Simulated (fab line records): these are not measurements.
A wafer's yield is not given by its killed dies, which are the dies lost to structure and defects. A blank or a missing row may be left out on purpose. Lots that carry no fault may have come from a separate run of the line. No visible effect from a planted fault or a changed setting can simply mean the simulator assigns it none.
Which of the tools did it? :: flow rit cmos :: 11 lots, 33 wafers sampled, at 7 steps of a route of 202

WHAT EACH GAUGE READ, for each wafer
RIT_WELLDRIVE_RS_MEAS_01: uses a four-point probe to measure.
lot: L668
measured: day 2 06:22
on: film metro-04
NWELL_RS (ohm/sq): 276.3 276.1 274.7

lot: L669
measured: day 2 11:24
on: film metro-01
NWELL_RS (ohm/sq): 276.0 275.2 275.7

lot: L670
measured: day 2 16:29
on: film metro-04
NWELL_RS (ohm/sq): 274.5 274.7 274.9

lot: L673
measured: day 3 11:47
on: film metro-04
NWELL_RS (ohm/sq): 274.4 276.3 275.4

lot: L677
measured: day 4 06:41
on: film metro-01
NWELL_RS (ohm/sq): 275.5 275.4 274.9

lot: L678
measured: day 4 10:26
on: film metro-01
NWELL_RS (ohm/sq): 276.0 276.3 276.7

lot: L680
measured: day 4 18:33
on: film metro-01
NWELL_RS (ohm/sq): 275.0 275.7 275.6

lot: L683
measured: day 5 11:50
on: film metro-01
NWELL_RS (ohm/sq): 275.4 276.6 275.1

lot: L685
measured: day 5 18:40
on: film metro-04
NWELL_RS (ohm/sq): 274.8 275.0 274.9

lot: L687
measured: day 6 06:01
on: film metro-01
NWELL_RS (ohm/sq): 276.7 275.5 275.2

lot: L689
measured: day 6 15:08
on: film metro-03
NWELL_RS (ohm/sq): 273.5 274.3 274.4

RIT_REOX_THK_MEAS_04.
lot: L668
measured: day 2 21:19
on: film metro-03
REOX_OXIDE_THK (nm): 25.2 24.9 24.8

lot: L669
measured: day 3 03:13
on: film metro-01
REOX_OXIDE_THK (nm): 25.0 24.8 25.0

lot: L670
measured: day 3 13:13
on: film metro-03
REOX_OXIDE_THK (nm): 25.0 25.3 25.4

lot: L673
measured: day 4 03:23
on: film metro-04
REOX_OXIDE_THK (nm): 24.5 24.5 24.2

lot: L677
measured: day 4 21:21
on: film metro-01
REOX_OXIDE_THK (nm): 25.9 26.4 25.9

lot: L678
measured: day 5 01:30
on: film metro-03
REOX_OXIDE_THK (nm): 25.9 25.6 25.3

lot: L680
measured: day 5 10:21
on: film metro-01
REOX_OXIDE_THK (nm): 25.4 25.5 25.6

lot: L683
measured: day 6 00:56
on: film metro-01
REOX_OXIDE_THK (nm): 25.2 24.9 25.3

lot: L685
measured: day 6 10:44
on: film metro-03
REOX_OXIDE_THK (nm): 24.7 24.8 24.8

lot: L687
measured: day 6 17:52
on: film metro-03
REOX_OXIDE_THK (nm): 25.0 24.5 24.7

lot: L689
measured: day 7 05:45
on: film metro-03
REOX_OXIDE_THK (nm): 24.6 25.3 25.1

RIT_M1_RS_MEAS_01: uses a four-point probe to measure.
lot: L668
measured: day 3 10:17
on: film metro-03
M1_AL_RS (ohm/sq): 0.0740 0.0733 0.0742

lot: L669
measured: day 3 16:05
on: film metro-02
M1_AL_RS (ohm/sq): 0.0726 0.0729 0.0728

lot: L670
measured: day 4 01:55
on: film metro-03
M1_AL_RS (ohm/sq): 0.0735 0.0737 0.0737

lot: L673
measured: day 4 15:58
on: film metro-02
M1_AL_RS (ohm/sq): 0.0752 0.0742 0.0742

lot: L677
measured: day 5 10:22
on: film metro-04
M1_AL_RS (ohm/sq): 0.0740 0.0737 0.0735

lot: L678
measured: day 5 14:41
on: film metro-04
M1_AL_RS (ohm/sq): 0.1069 0.0734 0.0742 0.1073 0.0733 0.0742

lot: L680
measured: day 5 22:58
on: film metro-03
M1_AL_RS (ohm/sq): 0.1041 0.0726 0.0722 0.1043 0.0727 0.0723

lot: L683
measured: day 6 13:38
on: film metro-03
M1_AL_RS (ohm/sq): 0.0742 0.0736 0.0735

lot: L685
measured: day 6 23:38
on: film metro-04
M1_AL_RS (ohm/sq): 0.0731 0.0735 0.0729

lot: L687
measured: day 7 06:49
on: film metro-02
M1_AL_RS (ohm/sq): 0.0734 0.0729 0.0727

lot: L689
measured: day 7 18:42
on: film metro-02
M1_AL_RS (ohm/sq): 0.0730 0.0742 0.0732

RIT_M1_THK_MEAS_02: measures by xrf.
lot: L668
measured: day 3 10:25
on: film metro-03
M1_AL_THK (nm): 394 396 391

lot: L669
measured: day 3 16:13
on: film metro-02
M1_AL_THK (nm): 407 403 403

lot: L670
measured: day 4 02:02
on: film metro-03
M1_AL_THK (nm): 399 396 398

lot: L673
measured: day 4 16:05
on: film metro-02
M1_AL_THK (nm): 388 392 396

lot: L677
measured: day 5 10:28
on: film metro-04
M1_AL_THK (nm): 396 396 397

lot: L678
measured: day 5 16:42
on: film metro-04
M1_AL_THK (nm): 276 398 395 276 401 393

lot: L680
measured: day 6 03:15
on: film metro-03
M1_AL_THK (nm): 282 404 403 284 402 406

lot: L683
measured: day 6 13:45
on: film metro-03
M1_AL_THK (nm): 393 396 398

lot: L685
measured: day 6 23:46
on: film metro-04
M1_AL_THK (nm): 400 395 400

lot: L687
measured: day 7 06:56
on: film metro-02
M1_AL_THK (nm): 399 401 403

lot: L689
measured: day 7 18:49
on: film metro-02
M1_AL_THK (nm): 401 394 398

RIT_M1_CD_MEAS_09 targets a cd of 2600 nm.
lot: L668
measured: day 3 11:21
on: cd sem-01
cd nm (nm): 2599.7 2600.0 2600.2

lot: L669
measured: day 3 17:09
on: cd sem-01
cd nm (nm): 2601.8 2602.9 2601.7

lot: L670
measured: day 4 03:05
on: cd sem-01
cd nm (nm): 2603.0 2603.2 2603.1

lot: L673
measured: day 4 17:05
on: cd sem-02
cd nm (nm): 2595.9 2596.6 2596.8

lot: L677
measured: day 5 11:32
on: cd sem-02
cd nm (nm): 2599.2 2600.5 2596.7

lot: L678
measured: day 5 22:23
on: cd sem-02
cd nm (nm): 2578.8 2579.0 2579.0 2579.1 2578.9 2578.5

lot: L680
measured: day 6 07:06
on: cd sem-01
cd nm (nm): 2580.7 2580.1 2582.1 2580.8 2580.5 2582.2

lot: L683
measured: day 6 14:50
on: cd sem-02
cd nm (nm): 2599.9 2599.8 2601.1

lot: L685
measured: day 7 00:50
on: cd sem-02
cd nm (nm): 2600.1 2603.4 2599.6

lot: L687
measured: day 7 08:07
on: cd sem-02
cd nm (nm): 2597.9 2598.9 2599.8

lot: L689
measured: day 7 19:53
on: cd sem-01
cd nm (nm): 2596.9 2598.0 2598.9

TOOL THAT RAN EACH LOT (tool first, then ch and the chambers of the sampled wafers, then the start)
lot: L668
RIT_CONTACT_ETCH_11: rie diel-02 ch 0,1,2, day 3 08:58
RIT_M1_SPUTTER_00: pvd sputter-02, day 3 10:00

lot: L669
RIT_CONTACT_ETCH_11: rie diel-03 ch 0,2,3, day 3 14:37
RIT_M1_SPUTTER_00: pvd sputter-01, day 3 15:48

lot: L670
RIT_CONTACT_ETCH_11: rie diel-02 ch 0,3, day 4 00:36
RIT_M1_SPUTTER_00: pvd sputter-02, day 4 01:37

lot: L673
RIT_CONTACT_ETCH_11: rie diel-02 ch 1,2,3, day 4 14:49
RIT_M1_SPUTTER_00: pvd sputter-03, day 4 15:40

lot: L677
RIT_CONTACT_ETCH_11: rie diel-03 ch 1,2,3, day 5 09:11
RIT_M1_SPUTTER_00: pvd sputter-03, day 5 10:02

lot: L678
RIT_CONTACT_ETCH_11: rie diel-01 ch 0,1,3, day 5 13:30
RIT_M1_SPUTTER_00: pvd sputter-02, day 5 14:20

lot: L680
RIT_CONTACT_ETCH_11: rie diel-03 ch 2,3, day 5 21:48
RIT_M1_SPUTTER_00: pvd sputter-02, day 5 22:39

lot: L683
RIT_CONTACT_ETCH_11: rie diel-01 ch 1,3, day 6 12:27
RIT_M1_SPUTTER_00: pvd sputter-03, day 6 13:20

lot: L685
RIT_CONTACT_ETCH_11: rie diel-03 ch 0,1,3, day 6 22:19
RIT_M1_SPUTTER_00: pvd sputter-01, day 6 23:21

lot: L687
RIT_CONTACT_ETCH_11: rie diel-03 ch 1,3, day 7 05:37
RIT_M1_SPUTTER_00: pvd sputter-01, day 7 06:31

lot: L689
RIT_CONTACT_ETCH_11: rie diel-03 ch 1,2,3, day 7 17:34
RIT_M1_SPUTTER_00: pvd sputter-03, day 7 18:25
- RIT_CONTACT_ETCH_11: etches SiO2 in CHF3/CF4/Ar, stops on TiSi2, target depth 480 nm, time 320 s.
- RIT_M1_SPUTTER_00: material Al, target thk 400 nm, time 500 s.

AS READ BY THE TOOLS THEMSELVES (means over the sampled wafers that have a number; for cases with no such wafer, the mark the record gives instead)
RIT_CONTACT_ETCH_11.
lot: L668
tool: rie diel-02
O2_flow_sccm (sccm): 4.992
drypump motor current A (A): 6.1
oes product au (a.u.): 0.974
throttle valve pct (%): 8.88

lot: L669
tool: rie diel-03
O2_flow_sccm (sccm): 5.001
drypump motor current A (A): 5.6
oes product au (a.u.): 0.990
throttle valve pct (%): 8.96

lot: L670
tool: rie diel-02
O2_flow_sccm (sccm): 5.009
drypump motor current A (A): 6.1
oes product au (a.u.): 0.988
throttle valve pct (%): 8.99

lot: L673
tool: rie diel-02
O2_flow_sccm (sccm): 5.001
drypump motor current A (A): 5.9
oes product au (a.u.): 0.992
throttle valve pct (%): 8.92

lot: L677
tool: rie diel-03
O2_flow_sccm (sccm): 5.011
drypump motor current A (A): 5.9
oes product au (a.u.): 0.994
throttle valve pct (%): 8.93

lot: L678
tool: rie diel-01
O2_flow_sccm (sccm): 4.998
drypump motor current A (A): 5.5
oes product au (a.u.): 1.003
throttle valve pct (%): 8.92

lot: L680
tool: rie diel-03
O2_flow_sccm (sccm): 5.012
drypump motor current A (A): 5.8
oes product au (a.u.): 0.984
throttle valve pct (%): 8.97

lot: L683
tool: rie diel-01
O2_flow_sccm (sccm): 5.011
drypump motor current A (A): 5.3
oes product au (a.u.): 0.999
throttle valve pct (%): 8.90

lot: L685
tool: rie diel-03
O2_flow_sccm (sccm): 5.011
drypump motor current A (A): 5.3
oes product au (a.u.): 1.000
throttle valve pct (%): 8.90

lot: L687
tool: rie diel-03
O2_flow_sccm (sccm): 4.993
drypump motor current A (A): 5.6
oes product au (a.u.): 1.007
throttle valve pct (%): 8.85

lot: L689
tool: rie diel-03
O2_flow_sccm (sccm): 5.000
drypump motor current A (A): 5.9
oes product au (a.u.): 0.994
throttle valve pct (%): 8.94

RIT_M1_SPUTTER_00.
lot: L668
tool: pvd sputter-02
throttle valve pct (%): 30.3

lot: L669
tool: pvd sputter-01
throttle valve pct (%): 30.9

lot: L670
tool: pvd sputter-02
throttle valve pct (%): 30.5

lot: L673
tool: pvd sputter-03
throttle valve pct (%): 31.0

lot: L677
tool: pvd sputter-03
throttle valve pct (%): 31.0

lot: L678
tool: pvd sputter-02
throttle valve pct (%): 29.9

lot: L680
tool: pvd sputter-02
throttle valve pct (%): 29.6

lot: L683
tool: pvd sputter-03
throttle valve pct (%): 30.7

lot: L685
tool: pvd sputter-01
throttle valve pct (%): 30.7

lot: L687
tool: pvd sputter-01
throttle valve pct (%): 31.2

lot: L689
tool: pvd sputter-03
throttle valve pct (%): 31.0

THE ANSWER, worked out from the rows above alone
Rule: usual is defined by the lots themselves. Put in order of their means at a reading, lots are off if they are a third of the lots or fewer, leave a main group of 4 or more, and stand apart from it by a gap of 3 or more times the standard deviation of the main group's means; of several such gaps the widest counts. The tables above print the reading to a certain number of digits; a main group whose means all agree to those digits is not used. A lot without any number at a reading at which 4 lots or more have one is off too. Where the step has rows for the other lots, those lots are counted as sound. After the gauges, taken in route order, come the tools' own readings; for these a lot's mean is taken, as printed above. The first step at which some lot is off is used, and at that step the reading that is off furthest; a lot without a number counts as furthest.
Off: L678, L680, seen at RIT_M1_RS_MEAS_01 (M1_AL_RS). Main group: mean 0.0735 ohm/sq, sd 0.00049.
A tool fits if, at a process step before that reading, it ran every lot that is off, and no sound lot after the first of them. The gauges at RIT_M1_RS_MEAS_01 aren't tried: what is off there is off at RIT_M1_CD_MEAS_09 too, on other tools, and a gauge's error can't cause that. One fits: RIT_M1_SPUTTER_00 on pvd sputter-02. A fault onset in the window from L670 (day 4 01:37, its last sound lot) to L678 (day 5 14:20, its first lot off) fits.

WHAT WAS PUT IN BY THE SIMULATOR
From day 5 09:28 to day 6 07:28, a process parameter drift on pvd sputter-02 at RIT_M1_SPUTTER_00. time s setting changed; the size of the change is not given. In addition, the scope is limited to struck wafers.
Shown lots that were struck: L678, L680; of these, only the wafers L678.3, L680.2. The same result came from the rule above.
